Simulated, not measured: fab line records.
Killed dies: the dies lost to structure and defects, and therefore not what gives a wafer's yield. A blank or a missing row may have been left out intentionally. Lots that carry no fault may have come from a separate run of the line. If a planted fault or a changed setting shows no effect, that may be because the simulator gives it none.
Lot-split experiment | flow ritCmos | 23 wafers read from 5 lots, route of 202 steps

## ABOUT THE SPLIT
At RIT_PRETRO_COAT_01 (resist thk 1300 nm), the setting spinRpm was moved away from the recipe's 2000 rpm on 9 of the 23 wafers read, by -4.7% to +5.6%. For the rest of the wafers, this setting stayed at what the recipe calls for.

## FROM THE SPLIT TO THE READING: what the file shows between them, 3 steps
- RIT_PRETRO_SOFTBAKE_02: time 60 s
- RIT_PRETRO_EXPOSE_03: exposes mask M5, target cd 43700 nm
- RIT_PRETRO_DEVELOP_05: develop time 68 s

## THE READING
NOVOLAK_of_PRETRO_COAT_01.thkNm (the simulator's own value, which no gauge read), in nm, at RIT_PRETRO_HARDBAKE_07 (time 120 s). No usual value for it is given in the file. Across the 14 wafers here that went through the recipe, the average is 1133 nm and the standard deviation 3.6 nm.

wafer  | tool, chamber at the split | spinRpm as run, rpm | against the recipe | NOVOLAK_of_PRETRO_COAT_01.thkNm, nm | against lot-mates on the recipe
L075.2 | lithoTrack-01, 0           | 2000                | recipe             | 1135                                | -
L075.5 | lithoTrack-01, 0           | 2000                | recipe             | 1135                                | -
L075.6 | lithoTrack-01, 0           | 2000                | recipe             | 1135                                | -
L077.2 | lithoTrack-04, 0           | 2000                | recipe             | 1136                                | -
L077.3 | lithoTrack-04, 0           | 2052                | +2.6%              | 1122                                | -13
L077.4 | lithoTrack-04, 0           | 2052                | +2.6%              | 1121                                | -14
L077.5 | lithoTrack-04, 0           | 2000                | recipe             | 1134                                | -
L077.6 | lithoTrack-04, 0           | 2052                | +2.6%              | 1119                                | -16
L078.1 | lithoTrack-02, 0           | 2113                | +5.6%              | 1109                                | -26
L078.3 | lithoTrack-02, 0           | 2000                | recipe             | 1133                                | -
L078.4 | lithoTrack-02, 0           | 2000                | recipe             | 1136                                | -
L078.5 | lithoTrack-02, 0           | 2113                | +5.6%              | 1105                                | -30
L078.6 | lithoTrack-02, 0           | 2113                | +5.6%              | 1105                                | -30
L081.1 | lithoTrack-04, 0           | 2000                | recipe             | 1129                                | -
L081.3 | lithoTrack-04, 0           | 2000                | recipe             | 1129                                | -
L081.2 | lithoTrack-04, 0           | 2000                | recipe             | 1130                                | -
L081.4 | lithoTrack-04, 0           | 2000                | recipe             | 1131                                | -
L081.6 | lithoTrack-04, 0           | 2000                | recipe             | 1127                                | -
L084.1 | lithoTrack-02, 0           | 1906                | -4.7%              | 1167                                | +28
L084.2 | lithoTrack-02, 0           | 1906                | -4.7%              | 1169                                | +30
L084.3 | lithoTrack-02, 0           | 2000                | recipe             | 1140                                | -
L084.5 | lithoTrack-02, 0           | 2000                | recipe             | 1138                                | -
L084.6 | lithoTrack-02, 0           | 1906                | -4.7%              | 1168                                | +29

THE FIT
A straight line over all 23 wafers: NOVOLAK_of_PRETRO_COAT_01.thkNm changes by -5.86 nm for each +1% of spinRpm; r = -0.97; the points scatter about the line by 4.3 nm.
The same after taking each lot's own level away (the mean of its wafers on the recipe; 23 wafers): -5.52 nm for each +1%; r = -0.99; scatter 1.9 nm.
On that fit, the largest move of spinRpm shifts the reading by 31 nm.
From 1129.2 to 1139.0 nm: that is the span of the lots' own levels, equal to 2.7 times the standard deviation above.
Hence the lot-to-lot level has little effect on the slope; both slopes agree.
Check: -31.6 nm against its lot-mates is what the line predicts for one of the wafers moved furthest among these (+5.6%) when that wafer is left out of the fit. It came out at -25.5 nm against them.

## FURTHER SPLITS ON THESE WAFERS
Note: prior to the reading, these wafers also went through further splits. Each is held against what the fit with the lots' levels taken away leaves over:
other split on the same wafers    | wafers away from the commonest value | r with NOVOLAK_of_PRETRO_COAT_01.thkNm (lot level and that fit taken away)
RIT_ACTIVE_CVD_03 sih2cl2FlowSccm | 15                                   | -0.16
RIT_ACTIVE_EXPOSE_08 doseMj       | 9                                    | -0.02
RIT_NWELL_IMPLANT_08 doseCm2      | 10                                   | +0.13
RIT_PWELL_COAT_01 spinRpm         | 6                                    | -0.19
RIT_PWELL_IMPLANT_08 energyKev    | 5                                    | +0.14
RIT_NRETRO_IMPLANT_08 energyKev   | 4                                    | -0.33

## THE WHOLE CHAIN: every reading that the file lists as answering this split, in the file's order
step                   | what it does       | reading                                                                          | change (the file's fit)              | r (the file's)
RIT_PRETRO_COAT_01     | resist thk 1300 nm | NOVOLAK_of_PRETRO_COAT_01.thkNm (the simulator's own value, which no gauge read) | -6.36 nm for each +1% of the setting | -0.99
RIT_PRETRO_HARDBAKE_07 | time 120 s         | NOVOLAK_of_PRETRO_COAT_01.thkNm (the simulator's own value, which no gauge read) | -5.48 nm for each +1% of the setting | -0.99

## FILE'S OWN FIT
NOVOLAK_of_PRETRO_COAT_01.thkNm changes by -5.48 nm for each +1% of spinRpm, r = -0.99.
